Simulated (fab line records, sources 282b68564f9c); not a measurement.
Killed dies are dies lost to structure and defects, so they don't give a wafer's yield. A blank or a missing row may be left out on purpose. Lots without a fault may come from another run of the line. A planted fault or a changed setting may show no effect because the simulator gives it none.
Which tool did it? | flow rit_cmos | 14 lots, 42 wafers sampled, at 2 steps of a route of 202

WHAT THE GAUGES READ, wafer by wafer
RIT_SDANNEAL_RS_MEAS_04: measures by four-point-probe. Usual: PSD_RS 115.8 ohm/sq, standard deviation 0.34.
lot  | measured    | on            | PSD_RS (ohm/sq)   | flag
L884 | day 3 18:40 | film_metro-04 | 115.2 115.3 115.2 |
L885 | day 4 02:26 | film_metro-02 | 116.1 115.7 116.1 |
L886 | day 4 06:01 | film_metro-01 | 116.2 115.9 116.0 |
L887 | day 4 06:26 | film_metro-02 | 116.2 116.1 115.9 |
L888 | day 4 18:49 | film_metro-01 | 115.9 115.8 115.8 |
L890 | day 4 22:42 | film_metro-02 | 116.4 116.5 116.1 |
L892 | day 5 09:59 | film_metro-02 | 116.2 116.0 115.8 |
L893 | day 5 12:56 | film_metro-04 | 115.7 115.9 115.8 |
L894 | day 6 00:31 | film_metro-02 | 116.2 116.4 116.4 |
L896 | day 6 16:16 | film_metro-04 | 115.7 115.1 115.5 |
L898 | day 6 19:12 | film_metro-02 | 116.3 116.3 116.6 |
L901 | day 7 06:49 | film_metro-01 | 115.9 116.0 116.1 |
L904 | day 7 19:02 | film_metro-01 | 117.8 117.8 118.2 | OFF
L905 | day 8 00:02 | film_metro-02 | 118.0 117.9 117.6 | OFF

WHICH TOOL RAN EACH LOT (tool, then ch and the chambers of the sampled wafers, then the start)
lot  | RIT_PSD_IMPLANT_08
L884 | implanter-03 ch 0, day 3 17:46
L885 | implanter-01 ch 0, day 4 01:37
L886 | implanter-02 ch 0, day 4 05:08
L887 | implanter-03 ch 0, day 4 05:34
L888 | implanter-01 ch 0, day 4 18:01
L890 | implanter-03 ch 0, day 4 21:53
L892 | implanter-03 ch 0, day 5 09:11
L893 | implanter-03 ch 0, day 5 11:59
L894 | implanter-03 ch 0, day 5 23:43
L896 | implanter-01 ch 0, day 6 15:27
L898 | implanter-01 ch 0, day 6 18:23
L901 | implanter-02 ch 0, day 7 05:55
L904 | implanter-03 ch 0, day 7 18:11
L905 | implanter-03 ch 0, day 7 23:13
- RIT_PSD_IMPLANT_08

WHAT THE TOOLS THEMSELVES READ (means of the sampled wafers that have a number; where no wafer has one, the mark that the record gives instead)
The record holds no such reading with a usual standard deviation.

THE ANSWER, worked out from the rows above alone
Rule: a lot is off if the mean of its wafers that have a number lies more than 3 standard deviations from the usual mean. A lot without any number at a reading at which 4 lots or more have one is off too. The other lots that the step has rows for count as sound. The gauges are gone through in route order, then the tools' own readings, and for those a lot's mean is taken as printed above. The first step at which some lot is off is used, and at that step the reading that is off furthest; a lot without a number counts as furthest.
Off: L904, L905, at RIT_SDANNEAL_RS_MEAS_04 (PSD_RS).
A tool fits if, at a process step before that reading, it ran every lot that is off, and no sound lot after the first of them. The gauges at RIT_SDANNEAL_RS_MEAS_04 are tried like those tools. One fits: implanter-03 at RIT_PSD_IMPLANT_08. Its last sound lot is L894 (day 5 23:43), its first lot that is off L904 (day 7 18:11): a fault that began between those two fits.

WHAT THE SIMULATOR HAD PUT IN
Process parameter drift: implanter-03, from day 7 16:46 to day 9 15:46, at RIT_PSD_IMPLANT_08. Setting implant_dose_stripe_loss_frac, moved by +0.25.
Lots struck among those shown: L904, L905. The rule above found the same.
